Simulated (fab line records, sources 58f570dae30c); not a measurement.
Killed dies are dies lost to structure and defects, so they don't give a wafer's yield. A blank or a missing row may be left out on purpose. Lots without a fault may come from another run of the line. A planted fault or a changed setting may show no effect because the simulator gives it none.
fab line records | flow berkeley_cmos170
record lots=14 wafers=42 last_day=11
route steps=331 shown NWELL@18 ACTIVE@76 SACOX@99
lots that met no fault: from a run of the same line without faults
start_h: hours from the record's first day to the start of the lot's first wafer shown | wait_h: hours since the lot's step before | " the same as in the row above | L1.1+2: a row that stands for several wafers | - no value, or no start given | * or withheld: withheld | < > ~ a bound
route shown NAME@n: a module of which the file shows steps, and the number in the route of the first | usual: mean/standard deviation of fault-free wafers | same: alike in all rows | chamber/n: place in a boat | sites: the reading at each site | _std_site: their standard deviation | _edge_site: outer sites' mean less inner sites' | radius_mm: how far each site lies from the wafer's centre | mask NAME#n: copy n | behind: the tool/chamber that last shaped the wafer | hold: why the lot was held/for how many hours/how that ended | device: the transistor (n, p or np) that didn't switch | end of line: the same wafers' tests at the end of the route | a step without rows: its recipe alone | killed: dies lost to structure and defects at the first sort, not the wafer's yield | map: a wafer's dies, x killed, . not, _ none there
set.NAME: the setting as run; set.NAME@STEP: as run at that earlier step | model.NAME: the simulator's own value behind a step, which no gauge read
steps of the route over a sample of lots; a table a step, a row a wafer
services: from which hour (start_h, from the record's first day; less than 0 if before it) a tool's chamber was out of use, for how many hours, and why
## steps
# step UCB170_NWELL_CVD_04
# recipe material=Si3N4 target_thk_nm=224 temp_c=800 precursor=SiH2Cl2/NH3 time_s=3360 pressure_mtorr=200 sih2cl2_flow_sccm=25 nh3_flow_sccm=75
# usual nh3_flow_sccm=74.98/0.25 sih2cl2_flow_sccm=25.00/0.08
# columns lot.wafer tool chamber start_h wait_h nh3_flow_sccm sih2cl2_flow_sccm
L500.1 lpcvd-01 1 24.06 1.5 74.74 25.07
L500.2 " 1 " " 74.63 24.94
L500.5 " 1 " " 74.69 25.01
L501.2 lpcvd-02 1 32.71 0.0 75.14 25.00
L501.5 " 1 " " 74.86 24.99
L501.6 " 1 " " 75.03 24.96
L502.1 lpcvd-01 1 42.53 0.0 75.07 25.13
L502.2 " 1 " " 75.24 25.10
L502.3 " 1 " " 75.03 25.13
L503.1 lpcvd-02 0 45.92 0.0 74.94 25.00
L503.4 " 0 " " 75.22 24.87
L503.5 " 0 " " 75.18 24.83
L504.1 lpcvd-02 0 45.92 0.0 75.17 25.06
L504.5 " 0 " " 74.82 24.94
L504.6 " 0 " " 75.16 25.01
L505.1 lpcvd-01 0 56.56 0.0 75.18 25.04
L505.3 " 0 " " 75.41 25.01
L505.4 " 0 " " 75.10 24.99
L506.1 lpcvd-01 1 60.61 0.1 74.90 25.12
L506.4 " 1 " " 75.05 25.13
L506.6 " 1 " " 74.91 25.00
L507.1 lpcvd-01 1 60.61 0.1 75.26 24.95
L507.2 " 1 " " 74.95 25.04
L507.5 " 1 " " 75.17 25.05
L508.3 lpcvd-02 0 64.64 0.0 74.80 25.09
L508.4 " 0 " " 75.12 25.02
L508.6 " 0 " " 75.02 25.08
L511.2 lpcvd-01 0 82.11 0.0 75.06 24.99
L511.3 " 0 " " 75.11 25.06
L511.5 " 0 " " 74.97 25.05
L516.2 lpcvd-01 1 105.29 0.0 74.99 24.91
L516.3 " 1 " " 74.72 24.91
L516.6 " 1 " " 74.93 24.89
L518.2 lpcvd-01 0 116.64 0.0 74.67 37.53
L518.3 " 0 " " 74.96 37.47
L518.6 " 0 " " 75.08 37.49
L519.3 lpcvd-01 1 120.46 0.0 74.83 37.64
L519.4 " 1 " " 75.04 37.56
L519.5 " 1 " " 74.79 37.52
L522.1 lpcvd-02 0 137.74 0.7 74.73 24.88
L522.3 " 0 " " 75.11 24.83
L522.4 " 0 " " 75.00 24.95
# step UCB170_NWELL_THK_MEAS_05
# recipe reads=Si3N4_of_NWELL_CVD_04
# usual NWELL_NITRIDE_THK=224.4/1.9
# columns lot.wafer tool chamber start_h wait_h NWELL_NITRIDE_THK[nm]
L500.1 film_metro-02 - 25.99 0.0 223.8
L500.2 " - " " 223.2
L500.5 " - " " 225.2
L501.2 film_metro-02 - 34.65 0.0 219.7
L501.5 " - " " 222.7
L501.6 " - " " 221.5
L502.1 film_metro-03 - 44.46 0.0 225.2
L502.2 " - " " 223.5
L502.3 " - " " 225.1
L503.1 film_metro-04 - 47.85 0.0 223.3
L503.4 " - " " 225.4
L503.5 " - " " 224.4
L504.1 film_metro-02 - 47.85 0.0 222.3
L504.5 " - " " 220.4
L504.6 " - " " 222.1
L505.1 film_metro-02 - 58.49 0.0 224.6
L505.3 " - " " 227.0
L505.4 " - " " 224.9
L506.1 film_metro-02 - 62.54 0.0 223.2
L506.4 " - " " 224.4
L506.6 " - " " 221.0
L507.1 film_metro-04 - 62.54 0.0 223.9
L507.2 " - " " 222.8
L507.5 " - " " 223.7
L508.3 film_metro-03 - 66.60 0.0 222.2
L508.4 " - " " 222.0
L508.6 " - " " 224.5
L511.2 film_metro-03 - 84.05 0.0 222.8
L511.3 " - " " 225.2
L511.5 " - " " 225.1
L516.2 film_metro-02 - 107.23 0.0 225.9
L516.3 " - " " 225.6
L516.6 " - " " 225.4
L518.2 film_metro-03 - 118.58 0.0 256.1
L518.3 " - " " 252.9
L518.6 " - " " 254.7
L519.3 film_metro-04 - 122.41 0.0 256.6
L519.4 " - " " 255.3
L519.5 " - " " 254.4
L522.1 film_metro-03 - 139.68 0.0 222.9
L522.3 " - " " 224.1
L522.4 " - " " 222.5
# step UCB170_NWELL_ETCH_13
# recipe chemistry=CH3F/Ar/O2 target=Si3N4 stop_on=SiO2 CH3F_flow_sccm=20 Ar_flow_sccm=50 O2_flow_sccm=7 pressure_mtorr=50 rf_w=450 target_depth_a=2464 over_etch_frac=0.1 time_s=154
# usual drypump_motor_current_A=6.0/0.45 oes_product_au=0.939/0.013 throttle_valve_pct=8.01/0.13
# columns lot.wafer tool chamber start_h wait_h drypump_motor_current_A oes_product_au rf_hours_counter_h throttle_valve_pct
L500.1 rie_diel-01 2 27.14 0.0 6.4 0.938 96 7.89
L500.2 " 1 " " 5.8 0.936 14 8.01
L500.5 " 1 " " 5.8 0.953 - 8.01
L501.2 rie_diel-01 0 35.70 0.0 5.6 0.912 111 8.24
L501.5 " 1 " " 5.8 0.945 - 8.01
L501.6 " 0 " " 5.6 0.921 - 8.25
L502.1 rie_diel-02 2 46.22 0.0 5.5 0.935 122 8.22
L502.2 " 3 " " 6.0 0.910 1 7.83
L502.3 " 0 " " 6.4 0.947 67 7.99
L503.1 rie_diel-04 1 48.79 0.0 5.5 0.942 3 8.13
L503.4 " 2 " " 6.0 0.944 153 7.91
L503.5 " 2 " " 6.0 0.942 - 7.90
L504.1 rie_diel-01 0 49.03 0.0 5.7 0.919 111 8.24
L504.5 " 2 " " 6.4 0.932 - 7.90
L504.6 " 3 " " 6.5 0.926 - 8.08
L505.1 rie_diel-04 3 59.45 0.0 5.5 0.937 12 7.94
L505.3 " 2 " " 6.0 0.949 154 7.89
L505.4 " 1 " " 5.5 0.935 4 8.10
L506.1 rie_diel-02 3 63.75 0.0 6.0 0.911 1 7.83
L506.4 " 0 " " 6.4 0.946 68 8.00
L506.6 " 0 " " 6.4 0.945 - 7.99
L507.1 rie_diel-04 0 64.27 0.0 6.7 0.930 64 8.19
L507.2 " 1 " " 5.4 0.943 4 8.11
L507.5 " 3 " " 5.5 0.940 - 7.95
L508.3 rie_diel-04 1 67.51 0.0 5.5 0.942 4 8.11
L508.4 " 3 " " 5.5 0.934 13 7.94
L508.6 " 3 " " 5.5 0.947 - 7.94
L511.2 rie_diel-02 1 85.11 0.0 6.5 0.915 105 7.90
L511.3 " 2 " " 5.5 0.937 124 8.25
L511.5 " 0 " " 6.5 0.959 - 7.97
L516.2 rie_diel-04 2 108.71 0.0 6.0 0.953 156 7.89
L516.3 " 0 " " 6.7 0.941 66 8.18
L516.6 " 2 " " 6.0 0.939 - 7.91
L518.2 rie_diel-04 0 119.93 0.0 6.7 0.996 66 8.17
L518.3 " 2 " " 6.0 0.997 156 7.89
L518.6 " 2 " " 6.0 1.007 - 7.89
L519.3 rie_diel-04 1 124.00 0.0 5.4 0.998 7 8.11
L519.4 " 3 " " 5.5 1.003 15 7.95
L519.5 " 3 " " 5.5 0.994 - 7.96
L522.1 rie_diel-04 3 140.73 0.0 5.5 0.939 16 7.94
L522.3 " 1 " " 5.5 0.938 8 8.11
L522.4 " 3 " " 5.4 0.932 - 7.93
# step UCB170_NWELL_STRIP_15
# recipe chemistry=O2 power_w=400 pressure_mtorr=3500 platen_temp_c=withheld o2_flow_sccm=400 overash_fraction=0.5
# usual drypump_motor_current_A=5.9/0.5 oes_product_au=0.720/0.0048 strip_time_to_endpoint_s=18.04/0.065
# columns lot.wafer tool chamber start_h wait_h drypump_motor_current_A oes_product_au rf_hours_counter_h strip_time_to_endpoint_s
L500.1 plasma_asher-03 0 27.39 0.1 5.6 0.725 31 17.94
L500.2 " 1 " " 5.6 0.716 31 17.95
L500.5 " 1 " " 5.6 0.725 - 17.94
L501.2 plasma_asher-02 0 35.96 0.1 6.3 0.722 31 18.14
L501.5 " 1 " " 5.8 0.714 - 18.03
L501.6 " 0 " " 6.4 0.722 - 18.14
L502.1 plasma_asher-02 0 46.48 0.1 6.3 0.726 32 18.09
L502.2 " 1 " " 5.8 0.720 32 18.05
L502.3 " 0 " " 6.3 0.726 - 18.02
L503.1 plasma_asher-01 1 49.04 0.1 6.6 0.719 30 18.00
L503.4 " 1 " " 6.6 0.715 - 17.94
L503.5 " 0 " " 5.3 0.724 - 17.99
L504.1 plasma_asher-02 0 49.29 0.1 6.4 0.715 33 18.06
L504.5 " 1 " " 5.8 0.718 - 17.93
L504.6 " 0 " " 6.3 0.724 - 17.96
L505.1 plasma_asher-03 1 59.70 0.1 5.6 0.721 35 17.98
L505.3 " 1 " " 5.6 0.718 - 18.09
L505.4 " 0 " " 5.6 0.727 - 17.99
L506.1 plasma_asher-01 0 64.00 0.1 5.3 0.726 32 18.07
L506.4 " 1 " " 6.6 0.720 - 18.11
L506.6 " 0 " " 5.2 0.717 - 18.06
L507.1 plasma_asher-02 0 64.52 0.1 6.4 0.726 34 18.19
L507.2 " 1 " " 5.8 0.719 34 18.10
L507.5 " 1 " " 5.8 0.724 - 18.14
L508.3 plasma_asher-01 0 67.80 0.1 5.3 0.711 - 18.05
L508.4 " 1 " " 6.6 0.715 - 18.10
L508.6 " 1 " " 6.6 0.717 - 18.03
L511.2 plasma_asher-02 0 85.36 0.1 6.3 0.724 37 18.01
L511.3 " 1 " " 5.8 0.708 - 18.17
L511.5 " 1 " " 5.8 0.714 - 18.12
L516.2 plasma_asher-01 1 108.97 0.1 6.6 0.714 37 18.02
L516.3 " 0 " " 5.2 0.722 - 18.08
L516.6 " 0 " " 5.2 0.717 - 18.02
L518.2 plasma_asher-02 1 120.18 0.1 5.8 0.715 41 18.02
L518.3 " 1 " " 5.8 0.715 - 18.09
L518.6 " 0 " " 6.3 0.716 - 17.99
L519.3 plasma_asher-02 1 124.29 0.1 5.8 0.714 - 18.10
L519.4 " 0 " " 6.4 0.717 - 18.03
L519.5 " 0 " " 6.4 0.724 - 18.02
L522.1 plasma_asher-01 1 140.98 0.1 6.6 0.722 41 18.04
L522.3 " 0 " " 5.3 0.720 - 18.02
L522.4 " 1 " " 6.6 0.718 - 18.06
# step UCB170_ACTIVE_STRIP_16
# recipe chemistry=O2 power_w=400 pressure_mtorr=3500 platen_temp_c=withheld o2_flow_sccm=400 overash_fraction=0.5
# usual drypump_motor_current_A=5.6/0.43 oes_product_au=0.720/0.0048 strip_time_to_endpoint_s=18.18/0.064
# columns lot.wafer tool chamber start_h wait_h drypump_motor_current_A oes_product_au rf_hours_counter_h strip_time_to_endpoint_s
L500.1 plasma_asher-04 1 69.61 0.1 5.4 0.717 33 18.09
L500.2 " 0 " " 4.9 0.722 33 18.11
L500.5 " 1 " " 5.4 0.717 - 18.09
L501.2 plasma_asher-04 1 78.57 0.1 5.4 0.723 34 18.16
L501.5 " 1 " " 5.4 0.728 - 18.16
L501.6 " 0 " " 4.9 0.722 - 18.22
L503.1 plasma_asher-04 0 92.00 0.1 4.9 0.722 35 18.22
L503.4 " 0 " " 4.9 0.716 - 18.27
L503.5 " 1 " " 5.4 0.723 - 18.17
L502.1 plasma_asher-02 1 92.40 0.1 5.8 0.720 37 18.15
L502.2 " 0 " " 6.4 0.719 37 18.21
L502.3 " 1 " " 5.8 0.713 - 18.24
L504.1 plasma_asher-03 1 92.68 0.1 5.6 0.722 38 18.13
L504.5 " 1 " " 5.6 0.726 - 18.13
L504.6 " 0 " " 5.6 0.721 - 18.18
L506.1 plasma_asher-03 0 104.77 0.1 5.6 0.718 40 18.05
L506.4 " 1 " " 5.6 0.729 - 18.18
L506.6 " 0 " " 5.6 0.721 - 18.02
L505.1 plasma_asher-02 0 105.28 0.1 6.3 0.719 39 18.13
L505.3 " 0 " " 6.3 0.728 - 18.07
L505.4 " 1 " " 5.8 0.731 - 18.07
L507.1 plasma_asher-03 1 105.40 0.1 5.6 0.723 40 18.12
L507.2 " 0 " " 5.6 0.714 40 18.16
L507.5 " 1 " " 5.6 0.708 - 18.09
L508.3 plasma_asher-04 1 105.55 0.1 5.4 0.720 - 18.15
L508.4 " 0 " " 4.9 0.723 - 18.21
L508.6 " 0 " " 4.9 0.720 - 18.09
L511.2 plasma_asher-02 1 128.78 0.1 5.8 0.715 42 18.16
L511.3 " 0 " " 6.3 0.715 - 18.26
L511.5 " 0 " " 6.3 0.723 - 18.23
L516.2 plasma_asher-04 1 158.53 0.1 5.4 0.711 44 18.10
L516.3 " 0 " " 4.9 0.725 - 18.14
L516.6 " 1 " " 5.4 0.726 - 18.20
L522.1 plasma_asher-03 1 187.97 0.1 5.6 0.722 7 18.16
L522.3 " 1 " " 5.6 0.716 - 18.19
L522.4 " 0 " " 5.6 0.721 - 18.22
# step UCB170_SACOX_THK_MEAS_02
# recipe reads=SiO2_of_SACOX_OXIDATION_01
# usual SACOX_OXIDE_THK=14.3/0.3
# columns lot.wafer tool chamber start_h wait_h SACOX_OXIDE_THK[nm]
L500.1 film_metro-04 - 89.06 0.0 13.8
L500.2 " - " " 14.0
L500.5 " - " " 13.9
L501.2 film_metro-02 - 100.04 0.0 14.0
L501.5 " - " " 14.2
L501.6 " - " " 14.2
L503.1 film_metro-02 - 109.96 0.0 14.6
L503.4 " - " " 14.6
L503.5 " - " " 14.5
L504.1 film_metro-01 - 109.96 0.0 14.3
L504.5 " - " " 14.2
L504.6 " - " " 14.3
L502.1 film_metro-04 - 110.02 0.1 14.0
L502.2 " - " " 14.2
L502.3 " - " " 13.8
L506.1 film_metro-01 - 123.08 0.0 14.0
L506.4 " - " " 14.1
L506.6 " - " " 14.1
L508.3 film_metro-04 - 123.10 0.0 14.9
L508.4 " - " " 14.7
L508.6 " - " " 14.7
L505.1 film_metro-04 - 123.14 0.1 14.7
L505.3 " - " " 14.4
L505.4 " - " " 14.6
L507.1 film_metro-01 - 123.14 0.1 14.0
L507.2 " - " " 14.2
L507.5 " - " " 14.3
L511.2 film_metro-01 - 149.20 0.0 14.2
L511.3 " - " " 14.5
L511.5 " - " " 14.0
L516.2 film_metro-02 - 182.00 0.0 14.6
L516.3 " - " " 14.5
L516.6 " - " " 14.9
L522.1 film_metro-02 - 211.79 0.0 14.7
L522.3 " - " " 14.8
L522.4 " - " " 14.7
## services
# columns tool chamber start_h hours kind
rie_diel-02 3 5.23 - clean
rie_diel-02 3 5.23 23.4 scheduled_down
rie_diel-02 3 5.23 23.4 vent_cycle
lpcvd-01 - 14.36 6.0 pm
rie_diel-01 0 21.41 8.1 repair
rie_diel-04 0 78.64 7.2 repair
rie_diel-02 1 85.95 2.5 repair
plasma_asher-03 - 108.84 9.0 pm
plasma_asher-03 0 108.84 9.0 vent_cycle
plasma_asher-03 1 108.84 9.0 vent_cycle
plasma_asher-03 0 117.84 - clean
plasma_asher-03 1 117.84 - clean
rie_diel-04 2 128.92 - clean
rie_diel-04 2 128.92 18.5 scheduled_down
rie_diel-04 2 128.92 18.5 vent_cycle
plasma_asher-01 - 129.76 0.6 repair
lpcvd-01 - 154.15 0.6 repair
rie_diel-04 0 157.59 13.3 repair
rie_diel-04 - 158.36 14.6 pm
plasma_asher-04 - 187.11 9.0 repair
## key
first_sign step=UCB170_NWELL_CVD_04 reading=sih2cl2_flow_sccm direction=up sigmas=99+ usual=25.00 struck=37.53
effect step=UCB170_NWELL_THK_MEAS_05 reading=NWELL_NITRIDE_THK direction=up sigmas=16 usual=224.4 struck=255.0
effect step=UCB170_NWELL_ETCH_13 reading=oes_product_au direction=up sigmas=4.7 usual=0.939 struck=0.999
met_at UCB170_NWELL_CVD_04
struck_lots L518,L519
later_rows_left_out L518.2,L518.3,L518.6,L519.3,L519.4,L519.5
sort_left_out L518.2,L518.3,L518.6,L519.3,L519.4,L519.5
tester_left_out L518,L519
not_acting_at UCB170_NWELL_STRIP_15,UCB170_ACTIVE_STRIP_16,UCB170_SACOX_THK_MEAS_02
onset_between 105.29 116.64
fault kind=process_parameter_drift tool=lpcvd-01 chamber=- onset_h=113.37 steps=UCB170_NWELL_CVD_04 channel=sih2cl2_flow_sccm offset=12.5 shape=step end_h=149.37 acts_in=these_recipes_only stated=25
# tester_left_out: of these lots the tester's yield and bins aren't shown, on N5 and GAA mostly nor the transistor test; their killed dies are dies lost to structure and defects alone, not to doping, threshold or leakage, so they don't give the yield
# sort_left_out: the simulated sort isn't trusted on such a fault, so these wafers' sort isn't shown, and their yield isn't known
# later_rows_left_out: the simulator's readings of these wafers behind a module that went badly wrong aren't trusted and aren't shown, but for the sort
